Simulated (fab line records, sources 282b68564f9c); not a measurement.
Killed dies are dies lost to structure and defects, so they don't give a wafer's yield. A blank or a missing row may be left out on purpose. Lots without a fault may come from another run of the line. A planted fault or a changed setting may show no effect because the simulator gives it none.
fab line records | flow rit_cmos
record lots=5 wafers=23
route steps=202 shown ACTIVE@2 NRETRO@54 GATE@87 NLDD@111 SPACER@128 PSD@143 SDANNEAL@153
start_h: hours from the record's first day to the start of the lot's first wafer shown | wait_h: hours since the lot's step before | " the same as in the row above | L1.1+2: a row that stands for several wafers | - no value, or no start given | * or withheld: withheld | < > ~ a bound
route shown NAME@n: a module of which the file shows steps, and the number in the route of the first | usual: mean/standard deviation of fault-free wafers | same: alike in all rows | chamber/n: place in a boat | sites: the reading at each site | _std_site: their standard deviation | _edge_site: outer sites' mean less inner sites' | radius_mm: how far each site lies from the wafer's centre | mask NAME#n: copy n | behind: the tool/chamber that last shaped the wafer | hold: why the lot was held/for how many hours/how that ended | device: the transistor (n, p or np) that didn't switch | end of line: the same wafers' tests at the end of the route | a step without rows: its recipe alone | killed: dies lost to structure and defects at the first sort, not the wafer's yield | map: a wafer's dies, x killed, . not, _ none there
set.NAME: the setting as run; set.NAME@STEP: as run at that earlier step | model.NAME: the simulator's own value behind a step, which no gauge read
lots whose settings were changed on purpose; a table a step, a row a wafer
## steps
# step RIT_ACTIVE_OXIDATION_01
# recipe temp_c=1000 ambient=O2 target_thk_a=468 ox_time_s=3360
# columns lot.wafer tool chamber start_h wait_h set.ox_time_s model.SiO2_of_ACTIVE_OXIDATION_01.thk_nm
L074.1 - - - 0.1 3834 51.27
L074.2 " - " " 3834 51
L074.3 " - " " 3834 51.44
L074.5 " - " " 3834 51.01
L074.6 " - " " 3834 51.18
L078.1 furnace-04 0 30.24 0.1 3360 47.33
L078.3 " 0 " " 3360 47.7
L078.6 " 0 " " 3360 47.34
L080.1 - - - 0.1 3136 45.68
L080.3 " - " " 3136 45.29
L080.4 " - " " 3136 45.71
L080.5 " - " " 3136 45.06
L080.6 " - " " 3136 46.16
L084.1 - - - 0.1 3751 48.76
L084.2 " - " " 3751 49.56
L084.3 " - " " 3751 48.75
L084.5 " - " " 3751 50.26
L084.6 " - " " 3751 49.39
L085.1 - - - 0.1 3360 46.99
L085.3 " - " " 3360 47.17
L085.4 " - " " 3360 46.86
L085.5 " - " " 3360 47.37
L085.6 " - " " 3360 47.32
# step RIT_ACTIVE_THK_MEAS_02
# recipe reads=SiO2_of_ACTIVE_OXIDATION_01
# usual ACTIVE_OXIDE_THK=46.8/0.75
# columns lot.wafer tool chamber start_h wait_h set.ox_time_s@ACTIVE_OXIDATION_01 ACTIVE_OXIDE_THK[nm]
L074.1 film_metro-03 - - - 3834 51.3
L074.2 " - " " 3834 51.0
L074.3 " - " " 3834 51.4
L074.5 " - " " 3834 51.1
L074.6 " - " " 3834 51.2
L078.1 film_metro-04 - 32.17 0.0 3360 47.3
L078.3 " - " " 3360 47.7
L078.6 " - " " 3360 47.4
L080.1 film_metro-04 - - - 3136 45.7
L080.3 " - " " 3136 45.2
L080.4 " - " " 3136 45.7
L080.5 " - " " 3136 45.1
L080.6 " - " " 3136 46.2
L084.1 film_metro-03 - - - 3751 48.7
L084.2 " - " " 3751 49.6
L084.3 " - " " 3751 48.7
L084.5 " - " " 3751 50.3
L084.6 " - " " 3751 49.3
L085.1 film_metro-01 - - - 3360 47.0
L085.3 " - " " 3360 47.1
L085.4 " - " " 3360 46.9
L085.5 " - " " 3360 47.4
L085.6 " - " " 3360 47.4
# step RIT_NRETRO_COAT_01
# recipe resist=NOVOLAK spin_rpm=2000 resist_thk_nm=1300
# columns lot.wafer tool chamber start_h wait_h set.resist_thk_nm model.NOVOLAK_of_NRETRO_COAT_01.thk_nm
L074.1 litho_track-01 0 28.79 0.1 1300 1301
L074.2 " 0 " " 1300 1297
L074.3 " 0 " " 1300 1302
L074.5 " 0 " " 1251 1249
L074.6 " 0 " " 1251 1248
L078.1 litho_track-02 0 49.74 0.1 1300 1297
L078.3 " 0 " " 1300 1299
L078.6 " 0 " " 1300 1303
L080.1 litho_track-04 0 59.58 0.1 1300 1303
L080.3 " 0 " " 1300 1309
L080.4 " 0 " " 1300 1304
L080.5+6 " 0 " " 1300 1302
L084.1 litho_track-04 0 79.21 0.1 1272 1273
L084.2 " 0 " " 1272 1278
L084.3 " 0 " " 1300 1306
L084.5+6 " 0 " " 1300 1300
L085.1 litho_track-04 0 83.09 0.1 1300 1298
L085.3 " 0 " " 1370 1374
L085.4 " 0 " " 1300 1302
L085.5 " 0 " " 1300 1301
L085.6 " 0 " " 1370 1371
# step RIT_NRETRO_SOFTBAKE_02
# recipe resist=NOVOLAK temp_c=90 time_s=60
# step RIT_NRETRO_EXPOSE_03
# recipe mask_id=M4 na=0.57 target_cd_nm=43900 dose_mj=250
# step RIT_NRETRO_DEVELOP_05
# recipe resist=NOVOLAK develop_time_s=68 dev_temp_c=23
# step RIT_NRETRO_HARDBAKE_07
# recipe resist=NOVOLAK temp_c=140 time_s=120
# columns lot.wafer tool chamber start_h wait_h set.resist_thk_nm@NRETRO_COAT_01 model.NOVOLAK_of_NRETRO_COAT_01.thk_nm
L074.1+3 litho_track-04 0 29.56 0.0 1300 1138
L074.2 " 0 " " 1300 1135
L074.5 " 0 " " 1251 1093
L074.6 " 0 " " 1251 1092
L078.1 litho_track-04 0 50.63 0.0 1300 1134
L078.3 " 0 " " 1300 1136
L078.6 " 0 " " 1300 1139
L080.1+4 litho_track-02 0 60.35 0.0 1300 1140
L080.3 " 0 " " 1300 1144
L080.5 " 0 " " 1300 1139
L080.6 " 0 " " 1300 1138
L084.1 litho_track-01 0 80.10 0.0 1272 1114
L084.2 " 0 " " 1272 1118
L084.3 " 0 " " 1300 1142
L084.5+6 " 0 " " 1300 1137
L085.1 litho_track-02 0 83.86 0.0 1300 1135
L085.3 " 0 " " 1370 1200
L085.4 " 0 " " 1300 1138
L085.5 " 0 " " 1300 1137
L085.6 " 0 " " 1370 1198
# step RIT_GATE_COAT_11
# recipe resist=NOVOLAK spin_rpm=4250 resist_thk_nm=850
# columns lot.wafer tool chamber start_h wait_h set.resist_thk_nm model.NOVOLAK_of_GATE_COAT_11.thk_nm
L074.1 litho_track-02 0 35.89 0.1 850 848.4
L074.2 " 0 " " 870.1 867.8
L074.3 " 0 " " 870.1 865.8
L074.5 " 0 " " 870.1 867.9
L074.6 " 0 " " 850 844.4
L078.1 litho_track-04 0 57.30 0.1 850 849.3
L078.3 " 0 " " 850 852.2
L078.6 " 0 " " 850 851.5
L080.1 litho_track-02 0 66.24 0.1 831.9 833.2
L080.3 " 0 " " 850 851.4
L080.4 " 0 " " 831.9 836.7
L080.5 " 0 " " 831.9 833.5
L080.6 " 0 " " 850 852.8
L084.1 litho_track-03 0 87.36 0.1 850 850.3
L084.2 " 0 " " 827.3 830.4
L084.3 " 0 " " 827.3 831.7
L084.5 " 0 " " 850 852.5
L084.6 " 0 " " 827.3 829.8
L085.1 litho_track-02 0 90.18 0.1 850 848.5
L085.3 " 0 " " 894.2 892
L085.4 " 0 " " 894.2 891.6
L085.5 " 0 " " 850 849.2
L085.6 " 0 " " 894.2 890.6
# step RIT_GATE_SOFTBAKE_12
# recipe resist=NOVOLAK temp_c=90 time_s=60
# step RIT_GATE_EXPOSE_13
# recipe mask_id=M6 na=0.6 source_shape=conventional sigma_outer=0.6 target_cd_nm=150 dose_mj=380
# step RIT_GATE_PEB_14
# recipe resist=NOVOLAK temp_c=withheld time_s=withheld
# step RIT_GATE_DEVELOP_15
# recipe resist=NOVOLAK develop_time_s=50 dev_temp_c=23
# step RIT_GATE_CD_MEAS_16
# recipe target_cd_nm=150
# usual cd_nm=149.9/2.7
# columns lot.wafer tool chamber start_h wait_h set.resist_thk_nm@GATE_COAT_11 cd_nm
L074.1 cd_sem-01 - 36.59 - 850 147.9
L074.2 " - " " 870.1 150.2
L074.3 " - " " 870.1 149.7
L074.5 " - " " 870.1 149.2
L074.6 " - " " 850 146.2
L078.1 cd_sem-01 - 58.00 - 850 152.2
L078.3 " - " " 850 152.7
L078.6 " - " " 850 152.3
L080.1 cd_sem-01 - 66.94 - 831.9 147.4
L080.3 " - " " 850 149.4
L080.4 " - " " 831.9 146.8
L080.5 " - " " 831.9 147.6
L080.6 " - " " 850 150.6
L084.1 cd_sem-01 - 88.06 - 850 149.2
L084.2 " - " " 827.3 145.0
L084.3 " - " " 827.3 146.3
L084.5 " - " " 850 151.9
L084.6 " - " " 827.3 144.3
L085.1 cd_sem-01 - 90.88 - 850 148.0
L085.3 " - " " 894.2 156.0
L085.4 " - " " 894.2 156.6
L085.5 " - " " 850 148.3
L085.6 " - " " 894.2 154.8
# step RIT_GATE_HARDBAKE_18
# recipe resist=NOVOLAK temp_c=140 time_s=60
# columns lot.wafer tool chamber start_h wait_h set.resist_thk_nm@GATE_COAT_11 model.NOVOLAK_of_GATE_COAT_11.thk_nm
L074.1 litho_track-03 0 36.75 0.0 850 751.1
L074.2 " 0 " " 870.1 768
L074.3 " 0 " " 870.1 766.3
L074.5 " 0 " " 870.1 768.2
L074.6 " 0 " " 850 747.5
L078.1 litho_track-04 0 58.18 0.0 850 751.9
L078.3 " 0 " " 850 754.4
L078.6 " 0 " " 850 753.8
L080.1 litho_track-02 0 67.10 0.0 831.9 737.7
L080.3 " 0 " " 850 753.8
L080.4 " 0 " " 831.9 740.9
L080.5 " 0 " " 831.9 738.1
L080.6 " 0 " " 850 755
L084.1 litho_track-02 0 88.22 0.0 850 752.7
L084.2 " 0 " " 827.3 735.3
L084.3 " 0 " " 827.3 736.5
L084.5 " 0 " " 850 754.7
L084.6 " 0 " " 827.3 734.8
L085.1 litho_track-04 0 91.04 0.0 850 751.2
L085.3 " 0 " " 894.2 789.2
L085.4 " 0 " " 894.2 788.9
L085.5 " 0 " " 850 751.8
L085.6 " 0 " " 894.2 788
# step RIT_GATE_ETCH_19
# recipe chemistry=SF6/CHF3/O2 time_s=165 SF6_flow_sccm=30 CHF3_flow_sccm=30 O2_flow_sccm=5 target=poly-Si pressure_mtorr=40 rf_w=160 target_depth_a=3125 over_etch_frac=0.25 stop_on=SiO2
# columns lot.wafer tool chamber start_h wait_h set.rf_w set.resist_thk_nm@GATE_COAT_11 model.NOVOLAK_of_GATE_COAT_11.thk_nm model.GATE.cd_nm
L074.1 rie_si-01 3 36.90 0.1 160 850 671.3 147.8
L074.2 " 1 " " 160 870.1 691.5 150.3
L074.3 " 0 " " 160 870.1 685.6 150
L074.5 " 0 " " 160 870.1 687.9 149.2
L074.6 " 3 " " 160 850 667.8 146.3
L078.1 rie_si-02 2 58.33 0.1 160 850 674.8 152.3
L078.3 " 3 " " 160 850 669.9 153.1
L078.6 " 3 " " 160 850 668 152.5
L080.1 rie_si-02 1 67.25 0.1 160 831.9 655.6 147.4
L080.3 " 3 " " 164.9 850 666.5 149
L080.4 " 0 " " 160 831.9 657.8 146.7
L080.5 " 1 " " 164.9 831.9 652.9 147.7
L080.6 " 0 " " 160 850 671.3 150.5
L084.1 rie_si-02 0 88.37 0.1 154.8 850 673 149.6
L084.2 " 1 " " 154.8 827.3 654.8 144.9
L084.3 " 2 " " 154.8 827.3 661.4 146.5
L084.5 " 3 " " 160 850 670.4 151.8
L084.6 " 2 " " 160 827.3 657.9 144.2
L085.1 rie_si-01 2 91.19 0.1 160 850 666.3 147.7
L085.3 " 0 " " 160 894.2 707.3 156.5
L085.4 " 3 " " 160 894.2 708.3 156.9
L085.5 " 3 " " 160 850 671.6 148.2
L085.6 " 2 " " 160 894.2 703.8 154.7
# step RIT_GATE_STRIP_20
# recipe chemistry=O2 time_s=180 resist=NOVOLAK platen_temp_c=withheld power_w=500 pressure_mtorr=4000 o2_flow_sccm=4000
# step RIT_GATE_CD_MEAS_90
# recipe target_cd_nm=150
# usual cd_nm=150.0/2.8
# columns lot.wafer tool chamber start_h wait_h set.resist_thk_nm@GATE_COAT_11 cd_nm
L074.1 cd_sem-02 - 37.18 0.1 850 148.0
L074.2 " - " " 870.1 150.4
L074.3 " - " " 870.1 150.3
L074.5 " - " " 870.1 149.4
L074.6 " - " " 850 146.3
L078.1 cd_sem-02 - 58.62 0.1 850 152.6
L078.3 " - " " 850 152.9
L078.6 " - " " 850 152.8
L080.1 cd_sem-02 - 67.53 0.1 831.9 147.4
L080.3 " - " " 850 149.3
L080.4 " - " " 831.9 146.6
L080.5 " - " " 831.9 147.6
L080.6 " - " " 850 150.7
L084.1 cd_sem-02 - 88.65 0.1 850 149.7
L084.2 " - " " 827.3 144.7
L084.3 " - " " 827.3 146.5
L084.5 " - " " 850 152.0
L084.6 " - " " 827.3 144.4
L085.1 cd_sem-02 - 91.47 0.1 850 147.6
L085.3 " - " " 894.2 156.2
L085.4 " - " " 894.2 157.0
L085.5 " - " " 850 148.4
L085.6 " - " " 894.2 154.6
# step RIT_NLDD_IMPLANT_08
# recipe species=P energy_kev=20 dose_cm2=5e+14 tilt_deg=7
# columns lot.wafer tool chamber start_h wait_h set.dose_cm2
L074.1+2+3+5+6 implanter-04 0 41.52 0.1 5e+14
L078.1+3+6 implanter-04 0 62.98 0.1 5e+14
L080.1+5 implanter-04 0 72.06 0.1 4.883e+14
L080.3+4+6 " 0 " " 5e+14
L084.1+5+6 implanter-04 0 92.78 0.1 5e+14
L084.2+3 " 0 " " 5.366e+14
L085.1+6 implanter-03 0 95.60 0.1 5e+14
L085.3+4+5 " 0 " " 5.159e+14
# step RIT_NLDD_STRIP_09
# recipe chemistry=O2 time_s=180 resist=NOVOLAK platen_temp_c=withheld power_w=513.6 pressure_mtorr=4000 o2_flow_sccm=4000
# step RIT_NLDD_TW_MEAS_10
# usual NLDD_TW=2499/10
# columns lot.wafer tool chamber start_h wait_h set.dose_cm2@NLDD_IMPLANT_08 NLDD_TW
L074.1 film_metro-01 - 41.85 0.1 5e+14 2503
L074.2 " - " " 5e+14 2507
L074.3 " - " " 5e+14 2505
L074.5 " - " " 5e+14 2505
L074.6 " - " " 5e+14 2506
L078.1 film_metro-01 - 63.30 0.1 5e+14 2510
L078.3 " - " " 5e+14 2492
L078.6 " - " " 5e+14 2503
L080.1 film_metro-03 - 72.38 0.1 4.883e+14 2492
L080.3 " - " " 5e+14 2495
L080.4 " - " " 5e+14 2491
L080.5 " - " " 4.883e+14 2479
L080.6 " - " " 5e+14 2498
L084.1 film_metro-01 - 93.11 0.1 5e+14 2505
L084.2 " - " " 5.366e+14 2539
L084.3 " - " " 5.366e+14 2547
L084.5 " - " " 5e+14 2503
L084.6 " - " " 5e+14 2488
L085.1 film_metro-03 - 95.93 0.1 5e+14 2489
L085.3 " - " " 5.159e+14 2521
L085.4 " - " " 5.159e+14 2521
L085.5 " - " " 5.159e+14 2516
L085.6 " - " " 5e+14 2497
# step RIT_SPACER_CVD_03
# recipe material=Si3N4 target_thk_nm=250 temp_c=810 precursor=SiH2Cl2/NH3 time_s=3300 pressure_mtorr=300 sih2cl2_flow_sccm=60 nh3_flow_sccm=150
# columns lot.wafer tool chamber start_h wait_h set.nh3_flow_sccm
L074.1+2+3+5+6 - - - 0.0 150
L078.1+3+6 lpcvd-01 0 65.50 0.0 150
L080.1+3+4+5+6 - - - 0.0 150
L084.1+2+3+5+6 - - - 0.0 170.6
L085.1+3+4+5+6 - - - 0.0 139.4
# step RIT_PSD_COAT_01
# recipe resist=NOVOLAK spin_rpm=3250 resist_thk_nm=1000
# columns lot.wafer tool chamber start_h wait_h set.spin_rpm model.NOVOLAK_of_PSD_COAT_01.thk_nm
L074.1 litho_track-03 0 47.80 0.1 3250 995.9
L074.2 " 0 " " 3250 999.1
L074.3 " 0 " " 3250 997.7
L074.5 " 0 " " 3250 999
L074.6 " 0 " " 3250 996.5
L078.1 litho_track-02 0 69.33 0.1 3250 1004
L078.3 " 0 " " 3250 1002
L078.6 " 0 " " 3250 1001
L080.1 litho_track-03 0 77.96 0.1 3481 963.4
L080.3 " 0 " " 3250 997.6
L080.4 " 0 " " 3481 965.8
L080.5 " 0 " " 3481 963.6
L080.6 " 0 " " 3250 999.4
L084.1+2 litho_track-04 0 98.89 0.1 3250 1002
L084.3 " 0 " " 3454 970.3
L084.5 " 0 " " 3250 1001
L084.6 " 0 " " 3454 969.2
L085.1 litho_track-02 0 101.47 0.1 3187 1008
L085.3 " 0 " " 3250 1000
L085.4 " 0 " " 3187 1009
L085.5 " 0 " " 3250 995.7
L085.6 " 0 " " 3250 998.9
# step RIT_PSD_DEVELOP_05
# recipe resist=NOVOLAK develop_time_s=50 dev_temp_c=23
# columns lot.wafer tool chamber start_h wait_h set.develop_time_s
L074.1+2+5 litho_track-03 0 - - 50
L074.3+6 " 0 " " 54.85
L078.1+3+6 litho_track-04 0 - - 50
L080.1+6 litho_track-02 0 - - 50
L080.3+4+5 " 0 " " 54.27
L084.1+3 litho_track-04 0 - - 52.33
L084.2+5+6 " 0 " " 50
L085.1+3+4+5+6 litho_track-03 0 - - 50
# step RIT_PSD_HARDBAKE_07
# recipe resist=NOVOLAK temp_c=140 time_s=60
# columns lot.wafer tool chamber start_h wait_h set.spin_rpm@PSD_COAT_01 model.NOVOLAK_of_PSD_COAT_01.thk_nm
L074.1 litho_track-04 0 48.66 0.0 3250 880.2
L074.2 " 0 " " 3250 883
L074.3 " 0 " " 3250 881.7
L074.5 " 0 " " 3250 882.9
L074.6 " 0 " " 3250 880.7
L078.1 litho_track-03 0 70.19 0.0 3250 887.5
L078.3 " 0 " " 3250 885.5
L078.6 " 0 " " 3250 884.4
L080.1 litho_track-02 0 78.70 0.0 3481 851.7
L080.3 " 0 " " 3250 881.6
L080.4 " 0 " " 3481 853.9
L080.5 " 0 " " 3481 851.9
L080.6 " 0 " " 3250 883.3
L084.1 litho_track-02 0 99.62 0.0 3250 885.6
L084.2 " 0 " " 3250 885.7
L084.3 " 0 " " 3454 857.7
L084.5 " 0 " " 3250 884.3
L084.6 " 0 " " 3454 856.9
L085.1 litho_track-02 0 104.16 0.0 3187 891.2
L085.3 " 0 " " 3250 883.9
L085.4 " 0 " " 3187 891.3
L085.5 " 0 " " 3250 880
L085.6 " 0 " " 3250 882.8
# step RIT_SDANNEAL_CLEAN_00
# recipe chemistry=SC1 mix=3:3:50 time_s=600 temp_c=75
# columns lot.wafer tool chamber start_h wait_h set.time_s set.nh3_flow_sccm@SPACER_CVD_03 model.Si3N4_of_SPACER_CVD_03.thk_nm
L074.1+6 - - - 0.1 600 150 199.8
L074.2 " - " " 600 150 197.8
L074.3 " - " " 600 150 199.2
L074.5 " - " " 600 150 199.9
L078.1 wet_bench-02 0 70.72 0.1 600 150 199.7
L078.3 " 0 " " 600 150 196.8
L078.6 " 0 " " 600 150 198.9
L080.1 - - - 0.1 551.4 150 198.4
L080.3 " - " " 551.4 150 197.6
L080.4 " - " " 551.4 150 199.7
L080.5 " - " " 551.4 150 194.2
L080.6 " - " " 551.4 150 199.3
L084.1 - - - 0.1 642.1 170.6 214.7
L084.2 " - " " 642.1 170.6 214.4
L084.3 " - " " 642.1 170.6 219.2
L084.5 " - " " 642.1 170.6 219.7
L084.6 " - " " 642.1 170.6 215.6
L085.1 - - - 0.1 683.1 139.4 185.5
L085.3 " - " " 683.1 139.4 184.8
L085.4 " - " " 683.1 139.4 184.7
L085.5 " - " " 683.1 139.4 185
L085.6 " - " " 683.1 139.4 186.2
# step RIT_SDANNEAL_CLEAN_01
# recipe chemistry=dHF dilution=50:1 time_s=30
# step RIT_SDANNEAL_CLEAN_02
# recipe chemistry=SC2 mix=3:3:50 time_s=600 temp_c=75 dry=n2_spin
# step RIT_SDANNEAL_RS_MEAS_07
# recipe thk_meas_gauge=four-point-probe
# usual NLDD_RS=151.7/0.55
# columns lot.wafer tool chamber start_h wait_h set.dose_cm2@NLDD_IMPLANT_08 NLDD_RS[ohm/sq]
L074.1 film_metro-03 - 49.98 0.1 5e+14 151.3
L074.2 " - " " 5e+14 152.1
L074.3 " - " " 5e+14 152.3
L074.5 " - " " 5e+14 151.8
L074.6 " - " " 5e+14 151.7
L078.1 film_metro-01 - 71.52 0.1 5e+14 152.3
L078.3 " - " " 5e+14 152.5
L078.6 " - " " 5e+14 152.2
L080.1 film_metro-03 - 80.03 0.1 4.883e+14 153.6
L080.3 " - " " 5e+14 151.5
L080.4 " - " " 5e+14 151.0
L080.5 " - " " 4.883e+14 154.3
L080.6 " - " " 5e+14 151.6
L084.1 film_metro-03 - 101.03 0.1 5e+14 150.9
L084.2 " - " " 5.366e+14 143.0
L084.3 " - " " 5.366e+14 142.1
L084.5 " - " " 5e+14 150.8
L084.6 " - " " 5e+14 151.6
L085.1 film_metro-04 - 105.48 0.1 5e+14 151.7
L085.3 " - " " 5.159e+14 147.7
L085.4 " - " " 5.159e+14 147.7
L085.5 " - " " 5.159e+14 148.2
L085.6 " - " " 5e+14 151.4
## key
split step=RIT_ACTIVE_OXIDATION_01 setting=ox_time_s stated=3360 by=lot
response step=RIT_ACTIVE_OXIDATION_01 reading=model.SiO2_of_ACTIVE_OXIDATION_01.thk_nm change=+0.243 per=1% r=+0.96
response step=RIT_ACTIVE_THK_MEAS_02 reading=ACTIVE_OXIDE_THK change=+0.242 per=1% r=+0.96
split step=RIT_NRETRO_COAT_01 setting=resist_thk_nm stated=1300 by=wafer
response step=RIT_NRETRO_COAT_01 reading=model.NOVOLAK_of_NRETRO_COAT_01.thk_nm change=+13.4 per=1% r=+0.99
response step=RIT_NRETRO_HARDBAKE_07 reading=model.NOVOLAK_of_NRETRO_COAT_01.thk_nm change=+11.6 per=1% r=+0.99
split step=RIT_GATE_COAT_11 setting=resist_thk_nm stated=850 by=wafer
response step=RIT_GATE_COAT_11 reading=model.NOVOLAK_of_GATE_COAT_11.thk_nm change=+8.2 per=1% r=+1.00
response step=RIT_GATE_CD_MEAS_16 reading=cd_nm change=+1.49 per=1% r=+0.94
response step=RIT_GATE_HARDBAKE_18 reading=model.NOVOLAK_of_GATE_COAT_11.thk_nm change=+7.18 per=1% r=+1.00
response step=RIT_GATE_ETCH_19 reading=model.NOVOLAK_of_GATE_COAT_11.thk_nm change=+6.88 per=1% r=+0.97
response step=RIT_GATE_ETCH_19 reading=model.GATE.cd_nm change=+1.55 per=1% r=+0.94
response step=RIT_GATE_CD_MEAS_90 reading=cd_nm change=+1.55 per=1% r=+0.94
split step=RIT_GATE_ETCH_19 setting=rf_w stated=160 by=wafer
response none clear
split step=RIT_NLDD_IMPLANT_08 setting=dose_cm2 stated=5e+14 by=wafer
response step=RIT_NLDD_TW_MEAS_10 reading=NLDD_TW change=+6.24 per=1% r=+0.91
response step=RIT_SDANNEAL_RS_MEAS_07 reading=NLDD_RS change=-1.16 per=1% r=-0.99
split step=RIT_SPACER_CVD_03 setting=nh3_flow_sccm stated=150 by=lot
response step=RIT_SDANNEAL_CLEAN_00 reading=model.Si3N4_of_SPACER_CVD_03.thk_nm change=+1.47 per=1% r=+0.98
split step=RIT_PSD_COAT_01 setting=spin_rpm stated=3250 by=wafer
response step=RIT_PSD_COAT_01 reading=model.NOVOLAK_of_PSD_COAT_01.thk_nm change=-4.94 per=1% r=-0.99
response step=RIT_PSD_HARDBAKE_07 reading=model.NOVOLAK_of_PSD_COAT_01.thk_nm change=-4.32 per=1% r=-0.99
split step=RIT_PSD_DEVELOP_05 setting=develop_time_s stated=50 by=wafer
response none clear
split step=RIT_SDANNEAL_CLEAN_00 setting=time_s stated=600 by=lot
response none clear
